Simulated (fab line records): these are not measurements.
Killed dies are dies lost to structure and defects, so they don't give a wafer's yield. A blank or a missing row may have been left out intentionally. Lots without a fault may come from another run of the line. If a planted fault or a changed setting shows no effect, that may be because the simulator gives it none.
fab line records ; flow berkeleyCmos170
record: lots: 13; wafers: 39; lastDay: 11
route steps=331 shown M1@250
lots with no fault: from the same line, run without faults
startH: hours from the record's first day to the start of the lot's first wafer shown ; waitH: time in hours since the lot's previous step ; " repeats the value in the row above ; L1.1+2: one row covering several wafers at once ; - no value, or no start was given ; * or withheld: withheld ; < > ~ a bound
route shown NAME@n: a module of which the file shows steps, and the number in the route of the first ; usual: mean/standard deviation taken from wafers without a fault ; same: alike in all rows ; chamber/n: place in a boat ; sites: readings site by site ; _std_site: the values' standard deviation ; _edge_site: mean of outer sites minus mean of inner sites ; radiusMm: how far each site lies from the wafer's centre ; mask NAME#n: copy n ; behind: the most recent tool/chamber to have shaped the wafer ; hold: the reason the lot was held/the length of the hold in hours/how it ended ; device: whichever transistor did not switch (one of n, p or np) ; end of line: the tests these same wafers got at the end of their route ; for a step that has no rows: nothing shown but its recipe ; killed: count of dies lost to structure and defects at first sort (not the wafer's yield) ; map: shows each die of a wafer: x if killed, . if not, _ if none is there
set.NAME: the run value of the setting; set.NAME@STEP: its run value at that earlier step ; model.NAME: the simulator's own value behind a step, which no gauge read
route steps across a sampled set of lots; one table per step, one row per wafer
services: from which hour (startH, from the record's first day; less than 0 if before it) a tool's chamber was out of use, for how many hours, and why
== steps ==
step: UCB170_M1_METAL_ETCH_12
recipe: chemistry: Cl2/BCl3; target: Al; stopOn: PSG; pressureMtorr: 12; targetDepthA: 7800; overEtchFrac: 0.3; timeS: 130; icpW: 600; biasW: 120; Cl2_flow_sccm: 90; bcl3FlowSccm: 45
usual: drypumpMotorCurrentA: 5.8/0.57; oesProductAu: 0.853/0.015; throttleValvePct: 24.38/0.21
same: timeS: 130
lot.wafer;tool;chamber;startH;waitH;drypumpMotorCurrentA;oesProductAu;rfHoursCounterH;throttleValvePct
L422.2;rieMetal-01;1;144.42;-;5.6;0.852;9;24.40
L422.3;rieMetal-01;1;144.42;-;5.7;0.860;-;24.38
L422.4;rieMetal-01;0;144.42;-;4.8;0.865;-;24.63
L423.2;rieMetal-01;1;150.60;-;5.7;0.832;-;24.39
L423.4;rieMetal-01;1;150.60;-;5.7;0.840;-;24.39
L423.5;rieMetal-01;1;150.60;-;5.7;0.843;-;24.40
L425.1;rieMetal-02;1;166.05;-;6.3;0.837;4;24.19
L425.2;rieMetal-02;0;166.05;-;5.5;0.845;2;24.10
L425.5;rieMetal-02;1;166.05;-;6.4;0.837;-;24.21
L426.1;rieMetal-01;1;166.17;-;5.7;0.836;10;24.39
L426.4;rieMetal-01;1;166.17;-;5.7;0.836;-;24.39
L426.5;rieMetal-01;1;166.17;-;5.7;0.839;-;24.39
L424.2;rieMetal-04;1;167.78;-;6.5;0.861;5;24.34
L424.4;rieMetal-04;0;167.78;-;6.1;0.850;-;24.40
L424.6;rieMetal-04;1;167.78;-;6.5;0.854;-;24.33
L427.1;rieMetal-02;1;168.38;-;6.3;0.840;4;24.22
L427.4;rieMetal-02;1;168.38;-;6.4;0.835;-;24.22
L427.6;rieMetal-02;1;168.38;-;6.4;0.837;-;24.21
L429.2;rieMetal-04;0;183.01;-;6.1;0.840;2;24.41
L429.4;rieMetal-04;1;183.01;-;6.5;0.855;-;24.34
L429.6;rieMetal-04;0;183.01;-;6.1;0.838;-;24.41
L428.2;rieMetal-01;0;185.36;-;4.9;0.878;0;24.75
L428.4;rieMetal-01;1;185.36;-;5.6;0.833;-;24.38
L428.5;rieMetal-01;1;185.36;-;5.6;0.833;-;24.39
L435.4;rieMetal-01;0;211.08;-;4.8;0.860;-;24.78
L435.5;rieMetal-01;1;211.08;-;5.7;0.837;-;24.40
L435.6;rieMetal-01;0;211.08;-;4.9;0.858;-;24.78
L440.1;rieMetal-02;0;228.55;-;5.6;0.856;5;24.07
L440.2;rieMetal-02;1;228.55;-;6.3;0.845;6;24.20
L440.5;rieMetal-02;0;228.55;-;5.5;0.858;-;24.09
L442.4;rieMetal-02;0;241.15;-;5.6;0.860;-;24.09
L442.5;rieMetal-02;1;241.15;-;6.3;0.850;-;24.19
L442.6;rieMetal-02;0;241.15;-;5.5;0.866;-;24.11
L443.1;rieMetal-02;0;243.19;-;5.6;0.854;5;24.10
L443.2;rieMetal-02;1;243.19;-;6.3;0.835;6;24.17
L443.5;rieMetal-02;1;243.19;-;6.3;0.837;-;24.20
L444.3;rieMetal-04;0;258.06;-;6.1;0.857;-;24.40
L444.4;rieMetal-04;1;258.06;-;6.5;0.862;-;24.32
L444.6;rieMetal-04;1;258.06;-;6.5;0.856;-;24.35
step: UCB170_M1_CD_MEAS_90
recipe: targetCdNm: 700
usual: cdNm: 700.2/2.3
lot.wafer;tool;chamber;startH;waitH;cdNm
L422.2;cdSem-01;-;144.67;0.1;699.8
L422.3;cdSem-01;-;144.67;0.1;700.7
L422.4;cdSem-01;-;144.67;0.1;698.7
L423.2;cdSem-01;-;150.94;0.1;702.0
L423.4;cdSem-01;-;150.94;0.1;699.9
L423.5;cdSem-01;-;150.94;0.1;699.8
L425.1;cdSem-01;-;166.29;0.1;702.0
L425.2;cdSem-01;-;166.29;0.1;705.3
L425.5;cdSem-01;-;166.29;0.1;702.1
L426.1;cdSem-02;-;166.41;0.1;703.0
L426.4;cdSem-02;-;166.41;0.1;701.6
L426.5;cdSem-02;-;166.41;0.1;700.4
L424.2;cdSem-01;-;168.31;0.4;699.5
L424.4;cdSem-01;-;168.31;0.4;699.5
L424.6;cdSem-01;-;168.31;0.4;698.7
L427.1;cdSem-02;-;168.61;0.1;700.7
L427.4;cdSem-02;-;168.61;0.1;701.3
L427.6;cdSem-02;-;168.61;0.1;699.5
L429.2;cdSem-02;-;183.27;0.1;698.2
L429.4;cdSem-02;-;183.27;0.1;698.8
L429.6;cdSem-02;-;183.27;0.1;700.0
L428.2;cdSem-02;-;185.62;0.1;702.5
L428.4;cdSem-02;-;185.62;0.1;700.1
L428.5;cdSem-02;-;185.62;0.1;699.8
L435.4;cdSem-02;-;211.33;0.1;710.7
L435.5;cdSem-02;-;211.33;0.1;700.6
L435.6;cdSem-02;-;211.33;0.1;710.4
L440.1;cdSem-02;-;228.79;0.1;703.7
L440.2;cdSem-02;-;228.79;0.1;703.1
L440.5;cdSem-02;-;228.79;0.1;701.5
L442.4;cdSem-01;-;241.40;0.1;701.3
L442.5;cdSem-01;-;241.40;0.1;701.6
L442.6;cdSem-01;-;241.40;0.1;702.4
L443.1;cdSem-01;-;243.42;0.1;703.0
L443.2;cdSem-01;-;243.42;0.1;699.6
L443.5;cdSem-01;-;243.42;0.1;700.7
L444.3;cdSem-02;-;258.29;0.1;701.1
L444.4;cdSem-02;-;258.29;0.1;696.8
L444.6;cdSem-02;-;258.29;0.1;698.0
== services ==
tool;chamber;startH;hours;kind
rieMetal-01;0;124.88;8.5;repair
rieMetal-01;0;144.66;-;clean
rieMetal-01;0;144.66;16.3;scheduledDown
rieMetal-01;0;144.66;16.3;ventCycle
rieMetal-04;0;211.24;9.2;repair
== key ==
firstSign: step: UCB170_M1_CD_MEAS_90; reading: cdNm; direction: up; sigmas: 4.6; usual: 700.2; struck: 710.5
effect none on later readings
metAt UCB170_M1_METAL_ETCH_12
struckLots L435
struckWafers L435.4,L435.6
laterRowsLeftOut L435.4,L435.6
sortLeftOut L435.4,L435.6
onsetBetween 185.36 211.08
fault: kind: processParameterDrift; tool: rieMetal-01; chamber: 0; onsetH: 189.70; steps: UCB170_M1_METAL_ETCH_12; channel: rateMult; offset: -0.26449; shape: step; endH: 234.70
sortLeftOut: the simulated sort isn't trusted on such a fault, so these wafers' sort isn't shown, and their yield isn't known
laterRowsLeftOut: the simulator's readings of these wafers behind a module that went badly wrong aren't trusted and aren't shown, but for the sort
